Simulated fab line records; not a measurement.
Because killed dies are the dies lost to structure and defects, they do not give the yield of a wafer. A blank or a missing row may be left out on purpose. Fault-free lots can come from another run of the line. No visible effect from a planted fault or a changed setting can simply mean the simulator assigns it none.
Problem report in the 8D (eight disciplines) form, filled by code -- flow berkeley_cmos170 -- the parts of the form that need people (team, actions taken, sign-off) are left out

== 1. THE PROBLEM ==
Mean of spin_speed_rpm at UCB170_V1_COAT_07: 1523.9 rpm across 6 wafers in 2 lots; on wafers with no fault it is 1500.0 rpm (standard deviation 1.1). That puts it +22 standard deviations away from the usual mean.
The step: resist thk 900 nm.
First seen on wafer L146.3, day 10 23:23, on litho_track-01. Wafers with a number at this step in the record: 42, from 14 lots. By rule, "out" or "out of limits" means more than 4 standard deviations away from the usual mean. The rest of the wafers with a number are treated as sound.

== 2. WHAT THIS IS AND IS NOT ==
question,is,is not
which readings at this step,spin_speed_rpm,"chill_plate_temp_C, dispense_pressure_kPa"
which lots,"L146, L149","L130, L131, L132, L134, L135, L137, L138, L141, L142, L144, L145, L152"
which wafers of those lots,all that have a number,-
read on which tools,litho_track-01,"litho_track-02, litho_track-03"
when,from day 10 23:23,up to then (33 sound wafers); but 3 sound wafers of L152 came after

== 3. THE SUSPECTS, EACH WITH WHAT RULES IT OUT ==
Counting: a tool at any process step up to the reading remains a suspect when it ran all the lots that are out and ran no sound lot after the first of those.
- plasma_asher-04 at UCB170_NLDD_STRIP_10 (strips in O2): kept. It processed each lot that is out, first L146 at day 9 20:18, and no sound lot thereafter; up to then, the last sound lot it processed was L142 at day 8 15:08.
- litho_track-01 at UCB170_V1_COAT_07 (resist thk 900 nm): kept. It processed each lot that is out, first L146 at day 10 23:23, and no sound lot thereafter; up to then, the last sound lot it processed was L144 at day 10 09:14. Its own readings are out on those wafers: spin_speed_rpm.
The count leaves litho_track-01 at UCB170_V1_COAT_07 and plasma_asher-04 at UCB170_NLDD_STRIP_10.

== 4. THE CAUSE (what the simulator had put in) ==
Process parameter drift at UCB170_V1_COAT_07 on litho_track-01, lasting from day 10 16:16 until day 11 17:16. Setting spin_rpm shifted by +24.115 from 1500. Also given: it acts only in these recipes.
Counting leaves 2 suspects; this tool is one of them.

== 5. SEQUENCE OF EFFECTS, ordered by route ==
One row per reading whose mean, taken over the struck wafers that have a number, lies over 3 standard deviations from the usual. Readings are gone through only where the record gives a usual standard deviation; hours: the median, over the lots, of the time from a lot's start at the first step in this table giving one to that lot's start at this step; sigmas: the change measured in usual standard deviations.
hours,step,reading,usual,on struck wafers,change,sigmas
0,UCB170_V1_COAT_07,spin_speed_rpm,1500.0 rpm,1523.9,+23.9,+22
The process steps in it:
- UCB170_V1_COAT_07: resist thk 900 nm.

== 6. WHAT WOULD HAVE CAUGHT IT SOONER ==
In this record no reading fell out of limits until day 10 23:23, 7 hours after the fault had begun at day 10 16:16.
